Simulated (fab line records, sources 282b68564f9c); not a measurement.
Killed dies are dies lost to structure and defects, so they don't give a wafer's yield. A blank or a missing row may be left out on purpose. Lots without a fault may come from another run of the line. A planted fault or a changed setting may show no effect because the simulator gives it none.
Which tool did it? | flow rit_cmos | 15 lots, 45 wafers sampled, at 2 steps of a route of 202

WHAT THE GAUGES READ, wafer by wafer
The record holds no reading of a measuring or inspecting step that can be judged against a usual standard deviation.

WHICH TOOL RAN EACH LOT (tool, then ch and the chambers of the sampled wafers, then the start)
lot  | RIT_NRETRO_COAT_01               | RIT_M1_PROBE_99
L212 | litho_track-04 ch 0, day 2 08:23 | -
L213 | litho_track-02 ch 0, day 2 13:50 | -
L215 | litho_track-02 ch 0, day 2 23:32 | -
L219 | litho_track-02 ch 0, day 4 02:08 | -
L220 | litho_track-02 ch 0, day 4 04:59 | prober-01, day 5 13:20
L221 | litho_track-04 ch 0, day 4 10:19 | -
L222 | litho_track-02 ch 0, day 4 14:36 | -
L225 | litho_track-04 ch 0, day 5 04:18 | prober-02, day 6 14:08
L226 | litho_track-01 ch 0, day 5 07:05 | prober-01, day 6 12:35
L227 | litho_track-01 ch 0, day 5 12:14 | -
L228 | litho_track-04 ch 0, day 5 18:15 | -
L230 | litho_track-01 ch 0, day 6 00:56 | -
L231 | litho_track-04 ch 0, day 6 06:28 | -
L233 | litho_track-01 ch 0, day 6 17:11 | -
L234 | litho_track-04 ch 0, day 6 22:32 | -
- RIT_NRETRO_COAT_01: resist thk 1300 nm.
- RIT_M1_PROBE_99

WHAT THE TOOLS THEMSELVES READ (means of the sampled wafers that have a number; where no wafer has one, the mark that the record gives instead)
RIT_NRETRO_COAT_01. Usual: spin_speed_rpm 1999.9 rpm, standard deviation 1.7.
lot  | tool           | spin_speed_rpm (rpm) | flag
L212 | litho_track-04 | 2001.0               |
L213 | litho_track-02 | 1999.7               |
L215 | litho_track-02 | 2000.7               |
L219 | litho_track-02 | 1847.5               | OFF
L220 | litho_track-02 | 1851.8               | OFF
L221 | litho_track-04 | 2000.2               |
L222 | litho_track-02 | 1848.0               | OFF
L225 | litho_track-04 | 1999.7               |
L226 | litho_track-01 | 2000.9               |
L227 | litho_track-01 | 1998.6               |
L228 | litho_track-04 | 2000.3               |
L230 | litho_track-01 | 1999.2               |
L231 | litho_track-04 | 1999.6               |
L233 | litho_track-01 | 2000.4               |
L234 | litho_track-04 | 2001.4               |

RIT_M1_PROBE_99. Usual: killed_at_M0_to_M3 0.0, standard deviation 0.12; killed_at_contacts 0.0, standard deviation 0.16; killed_at_front_end 7.5, standard deviation 2.8; killed_dies 7.6, standard deviation 2.9; killed_open 3.7, standard deviation 2; killed_short 3.8, standard deviation 2.
lot  | tool      | killed_at_M0_to_M3 | killed_at_contacts | killed_at_front_end | killed_dies | killed_open | killed_short | flag
L220 | prober-01 | 0.0                | 0.0                | 5.7                 | 5.7         | 2.7         | 3.0          |
L225 | prober-02 | 0.0                | 0.0                | 9.7                 | 9.7         | 4.3         | 5.3          |
L226 | prober-01 | 0.0                | 0.0                | 9.3                 | 9.3         | 5.7         | 3.7          |

THE ANSWER, worked out from the rows above alone
Rule: a lot is off if the mean of its wafers that have a number lies more than 3 standard deviations from the usual mean. A lot without any number at a reading at which 4 lots or more have one is off too. The other lots that the step has rows for count as sound. The gauges are gone through in route order, then the tools' own readings, and for those a lot's mean is taken as printed above. The first step at which some lot is off is used, and at that step the reading that is off furthest; a lot without a number counts as furthest.
Off: L219, L220, L222, at RIT_NRETRO_COAT_01 (spin_speed_rpm).
A tool fits if, at that step or a process step before it, it ran every lot that is off, and no sound lot after the first of them. One fits: litho_track-02 at RIT_NRETRO_COAT_01. Its last sound lot is L215 (day 2 23:32), its first lot that is off L219 (day 4 02:08): a fault that began between those two fits.
The tool's own readings at RIT_NRETRO_COAT_01 bear it out: on the lots that are off they differ by more than 5 times the standard deviation of the sound lots' means. spin_speed_rpm reads 1849.1 rpm there against 2000.1 rpm on the sound lots.

WHAT THE SIMULATOR HAD PUT IN
Process parameter drift: litho_track-02, from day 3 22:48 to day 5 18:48, at RIT_NRETRO_COAT_01. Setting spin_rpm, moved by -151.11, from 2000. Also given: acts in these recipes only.
Lots struck among those shown: L219, L220, L222. The rule above found the same.
